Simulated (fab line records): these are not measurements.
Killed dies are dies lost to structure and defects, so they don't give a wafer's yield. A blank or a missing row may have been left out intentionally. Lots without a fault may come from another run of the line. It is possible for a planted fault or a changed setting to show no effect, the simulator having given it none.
fab line records ; flow rit_cmos
record: lots: 14; wafers: 42; last_day: 8
route steps=202 shown FOX2@23 NRETRO@62 NSD@158 CONTACT@176 M1@202
lots untouched by any fault: they come from a run of this same line in which no faults occurred
start_h: the number of hours between the record's first day and the start of the first shown wafer of the lot ; wait_h: hours elapsed since this lot's preceding step ; " repeats the value in the row above ; L1.1+2: a single row standing in for several wafers ; - either no value or no given start ; * or withheld: withheld ; < > ~ a bound
route shown NAME@n: a module of which the file shows steps, and the number in the route of the first ; usual: mean/standard deviation of fault-free wafers ; same: alike in all rows ; chamber/n: place in a boat ; sites: the reading at each site ; _std_site: standard deviation of those values ; _edge_site: the outer-site mean with the inner-site mean subtracted ; radius_mm: for every site, how far away it sits from the centre of the wafer ; mask NAME#n: copy n ; behind: tool/chamber where the wafer was last shaped ; hold: why the lot was held/for how many hours/how that ended ; device: the n, p or np transistor that did not switch ; end of line: tests of these same wafers at the route's end ; a step with no rows: only its recipe ; killed: at the first sort, the dies lost to defects and structure; wafer yield is something else ; map: shows each die of a wafer: x if killed, . if not, _ if none is there
set.NAME: setting as actually run; set.NAME@STEP: the setting as run at that earlier step ; model.NAME: the simulator's own value behind a step, which no gauge read
the route's steps for a sample of lots (tables are steps, rows are wafers)
services: when a tool's chamber went out of use (start_h, in hours from the record's first day, below 0 if earlier), for how many hours, and the reason
== steps ==
step: RIT_FOX2_OXIDATION_00
recipe: temp_c: 1100; ambient: H2O; target_thk_a: 3507; p_h2o_torr: 720; ox_time_s: 1158
usual: spike_tc_source_C: 1124/3.4
lot.wafer;tool;chamber;start_h;wait_h;spike_tc_source_C
L219.1;furnace-01;0;22.79;2.2;1120
L219.4;furnace-01;0;22.79;2.2;1121
L219.6;furnace-01;0;22.79;2.2;1121
L220.2;furnace-01;0;26.99;0.1;1123
L220.3;furnace-01;0;26.99;0.1;1121
L220.4;furnace-01;0;26.99;0.1;1122
L221.2;furnace-01;0;28.40;0.0;1121
L221.3;furnace-01;0;28.40;0.0;1121
L221.5;furnace-01;0;28.40;0.0;1121
L222.2;furnace-04;0;34.36;0.0;1127
L222.4;furnace-04;0;34.36;0.0;1127
L222.6;furnace-04;0;34.36;0.0;1124
L224.2;furnace-03;0;42.64;0.0;1127
L224.4;furnace-03;0;42.64;0.0;1130
L224.5;furnace-03;0;42.64;0.0;1128
L225.1;furnace-03;0;48.24;0.0;1129
L225.4;furnace-03;0;48.24;0.0;1127
L225.5;furnace-03;0;48.24;0.0;1128
L226.1;furnace-03;0;55.53;0.0;1128
L226.2;furnace-03;0;55.53;0.0;1128
L226.6;furnace-03;0;55.53;0.0;1129
L229.2;furnace-01;0;73.93;2.8;1121
L229.3;furnace-01;0;73.93;2.8;1120
L229.5;furnace-01;0;73.93;2.8;1119
L230.1;furnace-01;0;75.24;0.7;1121
L230.3;furnace-01;0;75.24;0.7;1120
L230.5;furnace-01;0;75.24;0.7;1121
L231.1;furnace-01;0;77.82;0.0;1121
L231.2;furnace-01;0;77.82;0.0;1122
L231.6;furnace-01;0;77.82;0.0;1121
L233.2;furnace-03;0;89.89;0.0;1129
L233.4;furnace-03;0;89.89;0.0;1128
L233.6;furnace-03;0;89.89;0.0;1129
L238.1;furnace-03;0;120.62;2.1;1126
L238.3;furnace-03;0;120.62;2.1;1128
L238.6;furnace-03;0;120.62;2.1;1127
L239.2;furnace-03;0;123.01;1.8;1128
L239.3;furnace-03;0;123.01;1.8;1128
L239.4;furnace-03;0;123.01;1.8;1129
L242.1;furnace-01;0;133.35;0.0;1120
L242.4;furnace-01;0;133.35;0.0;1121
L242.6;furnace-01;0;133.35;0.0;1122
step: RIT_NRETRO_STRIP_09
recipe: chemistry: O2; time_s: 180; resist: NOVOLAK; platen_temp_c: withheld; power_w: 500; pressure_mtorr: 4000; o2_flow_sccm: 4000
usual: drypump_motor_current_A: 5.6/0.59; rf_refl_power_W: 7.2/1.6
lot.wafer;tool;chamber;start_h;wait_h;drypump_motor_current_A;rf_hours_counter_h;rf_refl_power_W
L219.1;plasma_asher-04;0;35.12;0.1;5.8;39;5.5
L219.4;plasma_asher-04;0;35.12;0.1;5.8;-;5.3
L219.6;plasma_asher-04;1;35.12;0.1;6.4;-;5.2
L220.2;plasma_asher-01;0;40.21;0.1;5.1;38;6.6
L220.3;plasma_asher-01;0;40.21;0.1;5.1;-;6.6
L220.4;plasma_asher-01;1;40.21;0.1;5.2;-;10.2
L221.2;plasma_asher-02;0;40.80;0.1;6.5;25;9.1
L221.3;plasma_asher-02;1;40.80;0.1;5.1;-;6.8
L221.5;plasma_asher-02;1;40.80;0.1;5.1;-;7.2
L222.2;plasma_asher-02;0;48.76;0.1;6.5;26;8.9
L222.4;plasma_asher-02;0;48.76;0.1;6.5;-;8.6
L222.6;plasma_asher-02;1;48.76;0.1;5.1;-;6.8
L224.2;plasma_asher-01;1;55.01;0.1;5.2;40;9.3
L224.4;plasma_asher-01;1;55.01;0.1;5.2;-;9.4
L224.5;plasma_asher-01;1;55.01;0.1;5.2;-;9.3
L225.1;plasma_asher-01;0;60.89;0.1;5.1;41;6.6
L225.4;plasma_asher-01;0;60.89;0.1;5.0;-;6.2
L225.5;plasma_asher-01;0;60.89;0.1;5.1;-;6.5
L226.1;plasma_asher-02;0;67.94;0.1;6.5;27;8.7
L226.2;plasma_asher-02;1;67.94;0.1;5.1;27;7.0
L226.6;plasma_asher-02;1;67.94;0.1;5.1;-;6.9
L229.2;plasma_asher-02;0;86.40;0.1;6.5;30;8.9
L229.3;plasma_asher-02;1;86.40;0.1;5.1;-;7.0
L229.5;plasma_asher-02;0;86.40;0.1;6.5;-;8.8
L230.1;plasma_asher-02;0;90.06;0.1;6.5;30;8.9
L230.3;plasma_asher-02;1;90.06;0.1;5.1;-;6.9
L230.5;plasma_asher-02;0;90.06;0.1;6.5;-;8.9
L231.1;plasma_asher-01;0;91.45;0.1;5.1;44;6.3
L231.2;plasma_asher-01;1;91.45;0.1;5.2;44;9.3
L231.6;plasma_asher-01;0;91.45;0.1;5.1;-;6.4
L233.2;plasma_asher-04;0;102.60;0.1;5.8;46;5.3
L233.4;plasma_asher-04;1;102.60;0.1;6.4;-;5.3
L233.6;plasma_asher-04;0;102.60;0.1;5.8;-;5.4
L238.1;plasma_asher-01;0;133.62;0.1;5.1;48;6.7
L238.3;plasma_asher-01;1;133.62;0.1;5.2;-;9.3
L238.6;plasma_asher-01;1;133.62;0.1;5.2;-;9.3
L239.2;plasma_asher-04;0;137.54;0.1;5.8;2;5.5
L239.3;plasma_asher-04;0;137.54;0.1;5.8;-;5.6
L239.4;plasma_asher-04;1;137.54;0.1;6.4;-;5.0
L242.1;plasma_asher-04;1;147.70;0.1;6.4;3;5.4
L242.4;plasma_asher-04;1;147.70;0.1;6.4;-;5.1
L242.6;plasma_asher-04;0;147.70;0.1;5.8;-;5.7
step: RIT_SDANNEAL_RS_MEAS_05
recipe: thk_meas_gauge: four-point-probe
usual: NSD_RS: 84.5/0.3
lot.wafer;tool;chamber;start_h;wait_h;NSD_RS[ohm/sq]
L219.1;film_metro-03;-;56.18;0.1;84.0
L219.4;film_metro-03;-;56.18;0.1;83.9
L219.6;film_metro-03;-;56.18;0.1;83.9
L220.2;film_metro-03;-;62.81;0.1;84.4
L220.3;film_metro-03;-;62.81;0.1;84.2
L220.4;film_metro-03;-;62.81;0.1;84.2
L221.2;film_metro-01;-;66.34;0.1;84.4
L221.3;film_metro-01;-;66.34;0.1;84.2
L221.5;film_metro-01;-;66.34;0.1;84.3
L222.2;film_metro-03;-;72.98;0.1;84.1
L222.4;film_metro-03;-;72.98;0.1;84.2
L222.6;film_metro-03;-;72.98;0.1;84.3
L224.2;film_metro-01;-;80.36;0.1;84.6
L224.4;film_metro-01;-;80.36;0.1;84.2
L224.5;film_metro-01;-;80.36;0.1;84.6
L225.1;film_metro-03;-;82.66;0.1;84.2
L225.4;film_metro-03;-;82.66;0.1;84.1
L225.5;film_metro-03;-;82.66;0.1;84.1
L226.1;film_metro-01;-;91.46;0.1;85.2
L226.2;film_metro-01;-;91.46;0.1;85.0
L226.6;film_metro-01;-;91.46;0.1;85.3
L229.2;film_metro-01;-;107.70;0.1;84.7
L229.3;film_metro-01;-;107.70;0.1;84.6
L229.5;film_metro-01;-;107.70;0.1;85.1
L230.1;film_metro-03;-;110.99;0.1;84.3
L230.3;film_metro-03;-;110.99;0.1;84.1
L230.5;film_metro-03;-;110.99;0.1;84.3
L231.1;film_metro-02;-;111.83;0.1;84.5
L231.2;film_metro-02;-;111.83;0.1;84.8
L231.6;film_metro-02;-;111.83;0.1;84.8
L233.2;film_metro-03;-;126.23;0.1;84.5
L233.4;film_metro-03;-;126.23;0.1;84.5
L233.6;film_metro-03;-;126.23;0.1;84.2
L238.1;film_metro-01;-;163.90;0.1;84.5
L238.3;film_metro-01;-;163.90;0.1;84.5
L238.6;film_metro-01;-;163.90;0.1;84.8
L239.2;film_metro-01;-;169.82;0.1;84.2
L239.3;film_metro-01;-;169.82;0.1;84.1
L239.4;film_metro-01;-;169.82;0.1;84.1
L242.1;film_metro-02;-;180.17;0.1;84.3
L242.4;film_metro-02;-;180.17;0.1;84.5
L242.6;film_metro-02;-;180.17;0.1;84.4
step: RIT_CONTACT_CD_MEAS_08
recipe: target_cd_nm: 1000
usual: cd_nm: 1000.5/2.2
lot.wafer;tool;chamber;start_h;wait_h;cd_nm
L219.1;cd_sem-02;-;58.29;-;1002.6
L219.4;cd_sem-02;-;58.29;-;1004.3
L219.6;cd_sem-02;-;58.29;-;1003.9
L220.2;cd_sem-01;-;64.93;-;999.8
L220.3;cd_sem-01;-;64.93;-;999.7
L220.4;cd_sem-01;-;64.93;-;1000.9
L221.2;cd_sem-01;-;68.31;-;999.1
L221.3;cd_sem-01;-;68.31;-;999.4
L221.5;cd_sem-01;-;68.31;-;999.4
L222.2;cd_sem-01;-;74.93;-;1002.0
L222.4;cd_sem-01;-;74.93;-;1004.1
L222.6;cd_sem-01;-;74.93;-;1002.4
L224.2;cd_sem-01;-;82.51;-;1000.5
L224.4;cd_sem-01;-;82.51;-;1001.2
L224.5;cd_sem-01;-;82.51;-;998.4
L225.1;cd_sem-02;-;84.62;-;1001.0
L225.4;cd_sem-02;-;84.62;-;1000.3
L225.5;cd_sem-02;-;84.62;-;1000.6
L226.1;cd_sem-01;-;93.83;-;1003.3
L226.2;cd_sem-01;-;93.83;-;1001.6
L226.6;cd_sem-01;-;93.83;-;1002.9
L229.2;cd_sem-01;-;109.89;-;998.8
L229.3;cd_sem-01;-;109.89;-;997.6
L229.5;cd_sem-01;-;109.89;-;998.3
L230.1;cd_sem-02;-;112.95;-;1001.9
L230.3;cd_sem-02;-;112.95;-;1000.5
L230.5;cd_sem-02;-;112.95;-;1000.9
L231.1;cd_sem-01;-;113.85;-;1002.6
L231.2;cd_sem-01;-;113.85;-;1004.8
L231.6;cd_sem-01;-;113.85;-;1004.5
L233.2;cd_sem-01;-;128.20;-;1000.4
L233.4;cd_sem-01;-;128.20;-;998.5
L233.6;cd_sem-01;-;128.20;-;996.9
L238.1;cd_sem-02;-;165.85;-;998.1
L238.3;cd_sem-02;-;165.85;-;999.3
L238.6;cd_sem-02;-;165.85;-;995.0
L239.2;cd_sem-01;-;171.97;-;1001.4
L239.3;cd_sem-01;-;171.97;-;999.0
L239.4;cd_sem-01;-;171.97;-;999.8
L242.1;cd_sem-01;-;182.12;-;1000.1
L242.4;cd_sem-01;-;182.12;-;997.4
L242.6;cd_sem-01;-;182.12;-;996.9
step: RIT_M1_PROBE_99
usual: killed_at_M0_to_M3: 0.0/0.23; killed_at_contacts: 0.1/0.23; killed_at_front_end: 7/3; killed_dies: 7/3; killed_on_rim: 2.0/1.2; killed_open: 3.3/2.1; killed_short: 3.7/1.9
same: gross_dies: 264; killed_at_M4_up: 0; killed_at_back_side: 0; killed_at_other: 0
lot.wafer;tool;chamber;start_h;wait_h;killed_at_M0_to_M3;killed_at_contacts;killed_at_front_end;killed_dies;killed_on_rim;killed_open;killed_short
L238.1;prober-01;-;171.41;0.1;0;0;79;79;21;3;8
L238.3;prober-01;-;171.51;0.2;0;0;70;70;19;8;3
L238.6;prober-01;-;171.66;0.2;0;0;73;73;16;3;5
L239.2;prober-02;-;177.31;0.1;0;0;75;75;21;7;4
L239.3;prober-02;-;177.36;0.2;0;0;61;61;13;0;6
L239.4;prober-02;-;177.41;0.2;0;0;68;68;23;6;4
killed by level:class
L238.1 FOX2:unspecified=68 GATE:geometric_particle:short=6 GATE:geometric_particle:open=2 FOX1:geometric_particle:short=1 SPACER:geometric_particle:short=1 SILICIDE:geometric_particle:open=1
L238.3 FOX2:unspecified=59 FOX1:geometric_particle:open=5 GATE:geometric_particle:open=2 FOX1:geometric_particle:short=1 GATE:geometric_particle:short=1 SPACER:geometric_particle:open=1 SPACER:geometric_particle:short=1
L238.6 FOX2:unspecified=65 GATE:geometric_particle:open=3 GATE:geometric_particle:short=3 SILICIDE:geometric_particle:short=2
L239.2 FOX2:unspecified=64 FOX2:geometric_particle:short=4 GATE:geometric_particle:open=2 SPACER:geometric_particle:open=2 FOX1:geometric_particle:open=1 REOX:geometric_particle:open=1 SILICIDE:geometric_particle:open=1
L239.3 FOX2:unspecified=55 FOX2:geometric_particle:short=2 GATE:geometric_particle:short=2 SPACER:geometric_particle:short=2
L239.4 FOX2:unspecified=58 GATE:geometric_particle:short=2 GATE:geometric_particle:open=2 REOX:geometric_particle:short=2 SPACER:geometric_particle:open=2 FOX1:geometric_particle:open=1 REOX:geometric_particle:open=1
== services ==
tool;chamber;start_h;hours;kind
furnace-01;-;3.95;2.5;pm
furnace-03;-;20.98;3.4;pm
furnace-03;-;66.09;4.4;pm
plasma_asher-01;-;74.82;4.1;repair
furnace-01;-;107.98;4.5;pm
plasma_asher-04;-;108.75;9.0;pm
plasma_asher-04;0;108.75;9.0;vent_cycle
plasma_asher-04;1;108.75;9.0;vent_cycle
furnace-04;-;110.71;9.0;pm
plasma_asher-02;-;114.45;7.6;repair
plasma_asher-04;0;117.75;-;clean
plasma_asher-04;1;117.75;-;clean
== key ==
first_sign: step: RIT_M1_PROBE_99; reading: killed_at_front_end; direction: up; sigmas: 21; usual: 7; struck: 71
effect: step: RIT_M1_PROBE_99; reading: killed_dies; direction: up; sigmas: 21; usual: 7; struck: 71
met_at RIT_FOX2_OXIDATION_00
struck_lots L238,L239
tester_left_out L238,L239
not_acting_at RIT_NRETRO_STRIP_09,RIT_SDANNEAL_RS_MEAS_05,RIT_CONTACT_CD_MEAS_08
onset_between 89.89 120.62
fault: kind: chamber_particle_source; tool: furnace-03; chamber: -; onset_h: 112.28; steps: RIT_FOX2_OXIDATION_00; rate_per_visit_cm2: 0.4987; end_h: 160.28
tester_left_out: of these lots the tester's yield and bins aren't shown, on N5 and GAA mostly nor the transistor test; their killed dies are dies lost to structure and defects alone, not to doping, threshold or leakage, so they don't give the yield
